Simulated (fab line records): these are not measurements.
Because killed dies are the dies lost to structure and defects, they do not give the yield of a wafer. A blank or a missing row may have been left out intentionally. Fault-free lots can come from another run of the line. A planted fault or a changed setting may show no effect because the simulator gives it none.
Which tool did it? ; flow rit cmos ; Sampling: 14 lots, 42 wafers, 3 of 202 route steps

## WHAT THE GAUGES SHOWED, per wafer
RIT_NWELL_OVL_MEAS_06. Usual: for NWELL_OVL the level is -0.3 nm and the standard deviation is 1.7.
lot;measured;on;NWELL_OVL (nm);flag
L959;day 1 21:58;overlay-02;1.8 -0.8 1.2;
L960;day 2 02:48;overlay-01;-0.1 1.9 1.7;
L961;day 2 08:05;overlay-02;-1.0 -1.3 -1.2;
L962;day 2 14:25;overlay-02;-2.1 -1.3 -2.6;
L965;day 3 04:55;overlay-02;-2.2 -0.6 -2.3;
L966;day 3 09:44;overlay-01;-0.9 -0.6 -0.2;
L968;day 3 19:19;overlay-01;1.8 0.3 1.2;
L969;day 4 00:46;overlay-02;- - -;OFF
L970;day 4 05:41;overlay-01;- - -;OFF
L974;day 5 01:36;overlay-01;0.4 2.8 1.1;
L979;day 6 03:20;overlay-01;0.4 0.3 0.6;
L980;day 6 06:20;overlay-01;1.1 0.7 1.7;
L981;day 6 12:16;overlay-01;1.0 -0.7 -2.4;
L982;day 6 17:17;overlay-01;2.8 0.7 2.6;

RIT_PWELL_TW_MEAS_10. Usual: for PWELL_TW the level is 951 and the standard deviation is 5.2.
lot;measured;on;PWELL_TW;flag
L959;day 2 00:08;film metro-01;952 951 952;
L960;day 2 05:07;film metro-02;959 950 953;
L961;day 2 10:22;film metro-01;953 954 956;
L962;day 2 16:42;film metro-01;956 952 953;
L965;day 3 07:05;film metro-04;938 945 943;
L966;day 3 11:54;film metro-04;937 946 943;
L968;day 3 21:32;film metro-01;956 953 956;
L969;day 4 03:04;film metro-02;2195 2189 2193;OFF
L970;day 4 07:50;film metro-04;2184 2180 2176;OFF
L974;day 5 03:53;film metro-01;951 948 949;
L979;day 6 05:38;film metro-01;953 952 946;
L980;day 6 08:37;film metro-04;960 955 952;
L981;day 6 14:33;film metro-04;958 960 956;
L982;day 6 19:34;film metro-04;960 955 956;

## EACH LOT AND THE TOOL THAT RAN IT (in order: tool; ch and the chambers of the sampled wafers; start)
lot;RIT_NWELL_COAT_01
L959;litho track-03 ch 0, day 1 21:15
L960;litho track-02 ch 0, day 2 02:04
L961;litho track-03 ch 0, day 2 07:22
L962;litho track-04 ch 0, day 2 13:33
L965;litho track-02 ch 0, day 3 04:05
L966;litho track-04 ch 0, day 3 09:01
L968;litho track-03 ch 0, day 3 18:27
L969;litho track-02, day 4 00:04
L970;litho track-03, day 4 04:57
L974;litho track-04 ch 0, day 5 00:45
L979;litho track-04 ch 0, day 6 02:34
L980;litho track-02 ch 0, day 6 05:29
L981;litho track-02 ch 0, day 6 11:25
L982;litho track-02 ch 0, day 6 16:33
- RIT_NWELL_COAT_01: resist thk 1300 nm.

## AS READ BY THE TOOLS THEMSELVES (means over the sampled wafers that have a number; for cases with no such wafer, the mark the record gives instead)
RIT_NWELL_COAT_01. Usual: chill plate temp C 23.04 C, standard deviation 0.11; dispense pressure kPa 49 kPa, standard deviation 3.8.
lot;tool;chill plate temp C (C);dispense pressure kPa (kPa);flag
L959;litho track-03;23.08;50;
L960;litho track-02;22.96;52;
L961;litho track-03;23.06;50;
L962;litho track-04;23.10;43;
L965;litho track-02;23.04;52;
L966;litho track-04;23.05;43;
L968;litho track-03;22.96;50;
L969;litho track-02;-;-;OFF
L970;litho track-03;-;-;OFF
L974;litho track-04;23.25;43;
L979;litho track-04;22.94;43;
L980;litho track-02;22.95;52;
L981;litho track-02;22.98;52;
L982;litho track-02;22.96;52;

## THE ANSWER, worked out from the rows above alone
Rule: lot off if the mean of its wafers having a number is beyond 3 standard deviations from the usual mean. Also off: a lot with no number at a reading for which 4 or more lots have one. Where the step has rows for the other lots, those lots are counted as sound. After the gauges, taken in route order, come the tools' own readings; for these a lot's mean is taken, as printed above. The first step at which some lot is off is used, and at that step the reading that is off furthest; a lot without a number counts as furthest.
Off: L969, L970, at RIT_NWELL_OVL_MEAS_06 (NWELL_OVL). Without a number there: L969, L970.
If a tool, at a process step before that reading, ran all the lots that are off and no sound lot after the first of them, it fits. The gauges at RIT_NWELL_OVL_MEAS_06 aren't tried: what is off there is off at RIT_PWELL_TW_MEAS_10 too, on other tools, and a gauge's error can't cause that. Of those tried, none fits.

## WHAT THE SIMULATOR HAD INSERTED
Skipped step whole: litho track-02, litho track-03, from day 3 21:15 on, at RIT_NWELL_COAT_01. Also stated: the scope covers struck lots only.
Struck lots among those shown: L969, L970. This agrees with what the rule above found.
